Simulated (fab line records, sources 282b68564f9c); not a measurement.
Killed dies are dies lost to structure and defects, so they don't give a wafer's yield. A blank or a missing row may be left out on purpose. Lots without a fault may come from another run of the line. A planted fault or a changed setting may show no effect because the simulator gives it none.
fab line records | flow rit_cmos
record lots=5 wafers=23
route steps=202 shown M1@192
start_h: hours from the record's first day to the start of the lot's first wafer shown | wait_h: hours since the lot's step before | " the same as in the row above | L1.1+2: a row that stands for several wafers | - no value, or no start given | * or withheld: withheld | < > ~ a bound
route shown NAME@n: a module of which the file shows steps, and the number in the route of the first | usual: mean/standard deviation of fault-free wafers | same: alike in all rows | chamber/n: place in a boat | sites: the reading at each site | _std_site: their standard deviation | _edge_site: outer sites' mean less inner sites' | radius_mm: how far each site lies from the wafer's centre | mask NAME#n: copy n | behind: the tool/chamber that last shaped the wafer | hold: why the lot was held/for how many hours/how that ended | device: the transistor (n, p or np) that didn't switch | end of line: the same wafers' tests at the end of the route | a step without rows: its recipe alone | killed: dies lost to structure and defects at the first sort, not the wafer's yield | map: a wafer's dies, x killed, . not, _ none there
set.NAME: the setting as run; set.NAME@STEP: as run at that earlier step | model.NAME: the simulator's own value behind a step, which no gauge read
lots whose settings were changed on purpose; a table a step, a row a wafer
## steps
# step RIT_M1_DEVELOP_08
# recipe resist=NOVOLAK develop_time_s=68 dev_temp_c=23
# columns lot.wafer tool chamber start_h wait_h set.develop_time_s
L074.2+4+5 litho_track-02 0 - - 68
L077.1+2+4 litho_track-02 0 - - 68
L077.3+6 " 0 " " 77.86
L079.1+5+6 litho_track-02 0 - - 68
L079.2+4 " 0 " " 59.77
L081.1+5+6 litho_track-02 0 - - 77.87
L081.3+4 " 0 " " 68
L083.1+4+5 litho_track-02 0 - - 72.8
L083.2+6 " 0 " " 68
# step RIT_M1_CD_MEAS_09
# recipe target_cd_nm=2600
# usual cd_nm=2600.2/2.5
# columns lot.wafer tool chamber start_h wait_h set.resist_thk_nm@M1_COAT_04 set.develop_time_s@M1_DEVELOP_08 cd_nm
L074.2 cd_sem-02 - 54.09 - 1300 68 2600.8
L074.4 " - " " 1300 68 2600.1
L074.5 " - " " 1300 68 2600.6
L077.1 cd_sem-01 - 69.97 - 1300 68 2603.6
L077.2 " - " " 1300 68 2602.3
L077.3 " - " " 1300 77.86 2589.6
L077.4 " - " " 1300 68 2601.4
L077.6 " - " " 1300 77.86 2587.6
L079.1 cd_sem-01 - 79.22 - 1300 68 2596.2
L079.2 " - " " 1363 59.77 2613.4
L079.4 " - " " 1300 59.77 2607.1
L079.5 " - " " 1363 68 2603.1
L079.6 " - " " 1363 68 2601.7
L081.1 cd_sem-01 - 90.77 - 1300 77.87 2590.8
L081.3 " - " " 1256 68 2599.7
L081.4 " - " " 1300 68 2602.7
L081.5 " - " " 1256 77.87 2586.4
L081.6 " - " " 1300 77.87 2587.4
L083.1 cd_sem-02 - 100.07 - 1300 72.8 2593.2
L083.2 " - " " 1232 68 2594.6
L083.4 " - " " 1232 72.8 2587.4
L083.5 " - " " 1300 72.8 2593.5
L083.6 " - " " 1232 68 2592.2
# step RIT_M1_HARDBAKE_11
# recipe resist=NOVOLAK temp_c=140 time_s=120
# columns lot.wafer tool chamber start_h wait_h set.resist_thk_nm@M1_COAT_04 model.NOVOLAK_of_M1_COAT_04.thk_nm
L074.2 litho_track-02 0 54.26 0.1 1300 1144
L074.4 " 0 " " 1300 1143
L074.5 " 0 " " 1300 1141
L077.1 litho_track-01 0 70.13 0.0 1300 1134
L077.2 " 0 " " 1300 1132
L077.3 " 0 " " 1300 1135
L077.4+6 " 0 " " 1300 1136
L079.1 litho_track-04 0 79.38 0.0 1300 1140
L079.2+5 " 0 " " 1363 1191
L079.4 " 0 " " 1300 1134
L079.6 " 0 " " 1363 1192
L081.1+4 litho_track-01 0 90.93 0.0 1300 -
L081.3+5 " 0 " " 1256 1095
L081.6 " 0 " " 1300 1133
L083.1 litho_track-01 0 100.22 0.0 1300 -
L083.2+4 " 0 " " 1232 -
L083.5 " 0 " " 1300 1138
L083.6 " 0 " " 1232 1080
# step RIT_M1_METAL_ETCH_12
# recipe stop_on=SiO2 chemistry=Cl2/BCl3 target=Al time_s=165 over_etch_frac=0.5 pressure_mtorr=100 target_depth_a=6000 rf_w=250 Cl2_flow_sccm=60 bcl3_flow_sccm=50
# columns lot.wafer tool chamber start_h wait_h set.develop_time_s@M1_DEVELOP_08 model.M1.cd_nm
L074.2 rie_metal-01 0 54.47 0.2 68 2602
L074.4 " 1 " " 68 2600
L074.5 " 0 " " 68 2601
L077.1 rie_metal-01 0 70.38 0.2 68 2604
L077.2 " 1 " " 68 2603
L077.3 " 0 " " 77.86 2591
L077.4 " 1 " " 68 2601
L077.6 " 0 " " 77.86 2589
L079.1 rie_metal-03 1 79.63 0.2 68 2598
L079.2 " 0 " " 59.77 2614
L079.4 " 0 " " 59.77 2609
L079.5 " 1 " " 68 2604
L079.6 " 0 " " 68 2602
L081.1 rie_metal-04 1 91.18 0.2 77.87 2593
L081.3 " 0 " " 68 2599
L081.4 " 1 " " 68 2605
L081.5 " 1 " " 77.87 2589
L081.6 " 0 " " 77.87 2587
L083.1 rie_metal-01 1 100.47 0.2 72.8 2593
L083.2 " 0 " " 68 2597
L083.4 " 0 " " 72.8 2589
L083.5 " 0 " " 72.8 2595
L083.6 " 1 " " 68 2594
# step RIT_M1_STRIP_13
# recipe chemistry=nmp resist=NOVOLAK temp_c=80 time_s=600 dry=n2_spin
# step RIT_M1_STRIP_14
# recipe chemistry=O2 time_s=180 platen_temp_c=withheld power_w=500 pressure_mtorr=4000 o2_flow_sccm=4000
# step RIT_M1_CD_MEAS_90
# recipe target_cd_nm=2600
# usual cd_nm=2600.7/2.8
# columns lot.wafer tool chamber start_h wait_h set.develop_time_s@M1_DEVELOP_08 cd_nm
L074.2 cd_sem-02 - 55.08 0.1 68 2602.5
L074.4 " - " " 68 2599.7
L074.5 " - " " 68 2600.8
L077.1 cd_sem-01 - 70.91 0.1 68 2604.4
L077.2 " - " " 68 2602.5
L077.3 " - " " 77.86 2591.2
L077.4 " - " " 68 2601.2
L077.6 " - " " 77.86 2589.4
L079.1 cd_sem-02 - 80.17 0.1 68 2598.0
L079.2 " - " " 59.77 2614.2
L079.4 " - " " 59.77 2608.8
L079.5 " - " " 68 2603.8
L079.6 " - " " 68 2602.5
L081.1 cd_sem-02 - 91.69 0.1 77.87 2592.9
L081.3 " - " " 68 2599.5
L081.4 " - " " 68 2605.1
L081.5 " - " " 77.87 2589.0
L081.6 " - " " 77.87 2587.1
L083.1 cd_sem-02 - 101.00 0.1 72.8 2593.0
L083.2 " - " " 68 2596.7
L083.4 " - " " 72.8 2588.4
L083.5 " - " " 72.8 2595.3
L083.6 " - " " 68 2593.6
## key
split step=RIT_M1_DEVELOP_08 setting=develop_time_s stated=68 by=wafer
response step=RIT_M1_CD_MEAS_09 reading=cd_nm change=-0.849 per=1% r=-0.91
response step=RIT_M1_METAL_ETCH_12 reading=model.M1.cd_nm change=-0.822 per=1% r=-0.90
response step=RIT_M1_CD_MEAS_90 reading=cd_nm change=-0.82 per=1% r=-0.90
split outside_this_file step=RIT_M1_COAT_04 setting=resist_thk_nm
# split outside_this_file: this setting was split too, and the file shows its column; the key of that split is in another file
